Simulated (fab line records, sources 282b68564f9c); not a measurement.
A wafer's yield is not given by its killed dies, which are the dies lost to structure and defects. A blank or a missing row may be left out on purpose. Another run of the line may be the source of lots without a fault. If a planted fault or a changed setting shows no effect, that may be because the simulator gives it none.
Comparing a struck lot with a sound one | flow rit cmos | 18 out of 202 route steps
Sound: wafers L691.1, L691.5, L691.6. Wafers L697.1, L697.4, L697.5 were the ones struck. The cause is given at the end.
For every step that has rows: the tool of each side, followed by ch and its chambers, followed by its first start. Under that, the readings that differ: sound wafers | struck wafers | difference of the means | sigmas: that difference in standard deviations of wafers without a fault.
alike: readings with means less than 2 such deviations apart, plus words and numbers identical on both sides. not compared: withheld readings, readings lacking a value on some wafer, bounds such as >300 that could conceal the same value, and numbers that have no deviation in the record and whose values overlap.
The two part at a step that has a row with sigmas, a row that says differs or no value, or rows on one side only. Numbers that have no deviation but don't overlap get no sigmas and don't part them. A reading missing from all wafers of one side parts the sides only when that side holds two or more wafers.

RIT_M1_SPUTTER_00: material Al, target thk 400 nm, time 500 s.
  sound on pvd sputter-04, day 3 23:05; struck on pvd sputter-04, day 5 03:19
  alike: throttle valve pct
RIT_M1_RS_MEAS_01: measures by four-point-probe.
  sound on film metro-03, day 3 23:23; struck on film metro-03, day 5 03:37
  alike: M1_AL_RS
RIT_M1_THK_MEAS_02: measures by xrf.
  sound on film metro-03, day 3 23:31; struck on film metro-03, day 5 03:44
  alike: M1_AL_THK
then, 6 steps without rows for these wafers: RIT_M1_HMDS_03 (prime time 61.38 s); RIT_M1_COAT_04 (resist thk 1300 nm); RIT_M1_SOFTBAKE_05 (time 60 s); RIT_M1_EXPOSE_06 (exposes mask M12, target cd 2600 nm); RIT_M1_PEB_07; RIT_M1_DEVELOP_08 (develop time 68 s).
RIT_M1_CD_MEAS_09: target cd 2600 nm.
  sound on cd sem-01, day 4 00:34; struck on cd sem-01, day 5 04:41
  alike: cd nm
RIT_M1_OVL_MEAS_10:
  sound on overlay-01, day 4 00:41; struck on overlay-02, day 5 04:48
  alike: M1_OVL
then, 1 step without rows for these wafers: RIT_M1_HARDBAKE_11 (time 120 s).
RIT_M1_METAL_ETCH_12: etches Al in Cl2/BCl3, stops on SiO2, time 165 s, target depth 600 nm.
  sound on rie metal-03 ch 0,1, day 4 00:59; struck on rie metal-03 ch 0,1, day 5 05:05
  no value came back on the struck wafers for any of 5 readings (bcl3 flow sccm (sccm), chamber pressure mTorr (mTorr) and others); on the sound wafers bcl3 flow sccm (sccm) reads 50.04 50.10 49.99
  reading                                  | sound           | struck          | difference | sigmas
  model.NOVOLAK_of_M1_COAT_04.thk nm (nm)  | 798 803.4 811.7 | 1140 1142 1140  | +336       |
  model.SiO2_of_CONTACT_CVD_00.thk nm (nm) | 356.2 363.6 366 | 384.8 394.8 393 | +28.9      |
  not compared: rf hours counter h
then, 1 step without rows for these wafers: RIT_M1_STRIP_13 (strips in nmp, time 600 s).
RIT_M1_STRIP_14: strips in O2, time 180 s.
  sound on plasma asher-03 ch 0,1, day 4 01:19; struck on plasma asher-04 ch 0,1, day 5 05:25
  alike: chamber pressure mTorr, drypump motor current A
  not compared: rf hours counter h
RIT_M1_CD_MEAS_90: target cd 2600 nm.
  sound on cd sem-02, day 4 01:29; struck on cd sem-02, day 5 05:36
  reading    | sound                | struck | difference                    | sigmas
  cd nm (nm) | 2599.2 2598.4 2603.8 | - - -  | no value on the struck wafers |
then, 1 step without rows for these wafers: RIT_M1_ANNEAL_15 (time 1800 s).
RIT_M1_PROBE_99:
  sound on prober-02, day 4 03:14; struck on prober-02, day 5 07:20
  reading                  | sound             | struck         | difference | sigmas
  defect limited yield (%) | 99.2 98.9 95.1    | 0 0 0          | -98        | -89
  killed_at_M0_to_M3       | 0 0 0             | 249 257 258    | +255       | +99 or more
  killed dies              | 2 3 13            | 264 264 264    | +258       | +89
  killed on rim            | 1 0 3             | 70 70 70       | +69        | +49
  sort_bin_5_function (%)  | 0.8 1.1 3.0       | 97.3 99.2 99.2 | +96.9      | +99 or more
  sort n pass              | 262.0 261.0 251.0 | 0 0 0          | -258       | -89
  sort yield pct (%)       | 99.2 98.9 95.1    | 0 0 0          | -98        | -89
  alike: killed at contacts, killed at front end, killed open, killed short, sort_bin_3_pad_short, sort_bin_6_memory

WHERE THEY PART
Earliest at RIT_M1_METAL_ETCH_12; latest, in this record, at RIT_M1_PROBE_99.

WHY: what had been put in by the simulator
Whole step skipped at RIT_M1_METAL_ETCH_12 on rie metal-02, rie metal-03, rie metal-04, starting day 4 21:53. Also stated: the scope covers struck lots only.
